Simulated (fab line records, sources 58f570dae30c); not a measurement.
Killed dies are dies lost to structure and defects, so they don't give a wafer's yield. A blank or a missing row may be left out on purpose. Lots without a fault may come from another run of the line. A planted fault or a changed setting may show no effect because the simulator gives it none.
Which tool did it? | flow berkeley_cmos170 | 7 lots, 21 wafers sampled, at 4 steps of a route of 331

WHAT THE GAUGES READ, wafer by wafer
UCB170_M2_CD_MEAS_90: target cd 700 nm.
lot  | measured     | on        | cd_nm (nm)
L718 | day 7 18:28  | cd_sem-02 | 699 698 701
L722 | day 9 00:14  | cd_sem-01 | 702 702 702
L723 | day 9 13:25  | cd_sem-01 | 707 702 704
L729 | day 10 02:41 | cd_sem-01 | 701 704 700
L732 | day 11 11:32 | cd_sem-02 | - - -
L731 | day 11 08:37 | cd_sem-02 | - - -
L739 | day 12 09:28 | cd_sem-02 | 708 706 704

WHICH TOOL RAN EACH LOT (tool, then ch and the chambers of the sampled wafers, then the start)
lot  | UCB170_M2_ETCH_17                  | UCB170_M2_METAL_ETCH_18           | UCB170_M2_STRIP_19
L718 | rie_diel-01 ch 1,2,3, day 7 18:01  | rie_metal-02 ch 0,1, day 7 18:03  | plasma_asher-03 ch 0,1, day 7 18:14
L722 | rie_diel-02 ch 0,1, day 8 23:43    | rie_metal-01 ch 0, day 8 23:46    | plasma_asher-02 ch 0,1, day 9 00:08
L723 | rie_diel-03 ch 0,1,2, day 9 13:04  | rie_metal-03 ch 0,1, day 9 13:07  | plasma_asher-03 ch 1, day 9 13:18
L729 | rie_diel-01 ch 0,1,3, day 10 02:19 | rie_metal-03 ch 0,1, day 10 02:26 | plasma_asher-04 ch 0,1, day 10 02:35
L732 | rie_diel-01 ch 0,1,2, day 11 11:13 | rie_metal-03 ch 0, day 11 11:15   | plasma_asher-04 ch 1, day 11 11:26
L731 | rie_diel-03 ch 0,2,3, day 11 08:17 | rie_metal-03 ch 0,1, day 11 08:19 | plasma_asher-02 ch 0,1, day 11 08:31
L739 | rie_diel-01 ch 0,2,3, day 12 09:07 | rie_metal-03 ch 0,1, day 12 09:09 | plasma_asher-03 ch 0,1, day 12 09:20
- UCB170_M2_ETCH_17: etches BARC in N2/H2.
- UCB170_M2_METAL_ETCH_18: etches Al in Cl2/BCl3, stops on SiO2, target depth 1170 nm, time 195 s.
- UCB170_M2_STRIP_19: strips in O2.

THE ANSWER, worked out from the rows above alone
Rule: what is usual is taken from the lots themselves. Put in order of their means at a reading, lots are off if they are a third of the lots or fewer, leave a main group of 4 or more, and stand apart from it by a gap of 3 or more times the standard deviation of the main group's means; of several such gaps the widest counts. A main group whose means are all the same, to the digits that the tables above print for the reading, isn't used. A lot without any number at a reading at which 4 lots or more have one is off too. The other lots that the step has rows for count as sound.
Off: L732, L731, at UCB170_M2_CD_MEAS_90 (cd_nm). Without a number there: L732, L731. The main group: mean 703 nm, standard deviation 2.3.
A tool fits if, at a process step before that reading, it ran every lot that is off, and no sound lot after the first of them. The gauges at UCB170_M2_CD_MEAS_90 are tried like those tools. None of those tried fits.

WHAT THE SIMULATOR HAD PUT IN
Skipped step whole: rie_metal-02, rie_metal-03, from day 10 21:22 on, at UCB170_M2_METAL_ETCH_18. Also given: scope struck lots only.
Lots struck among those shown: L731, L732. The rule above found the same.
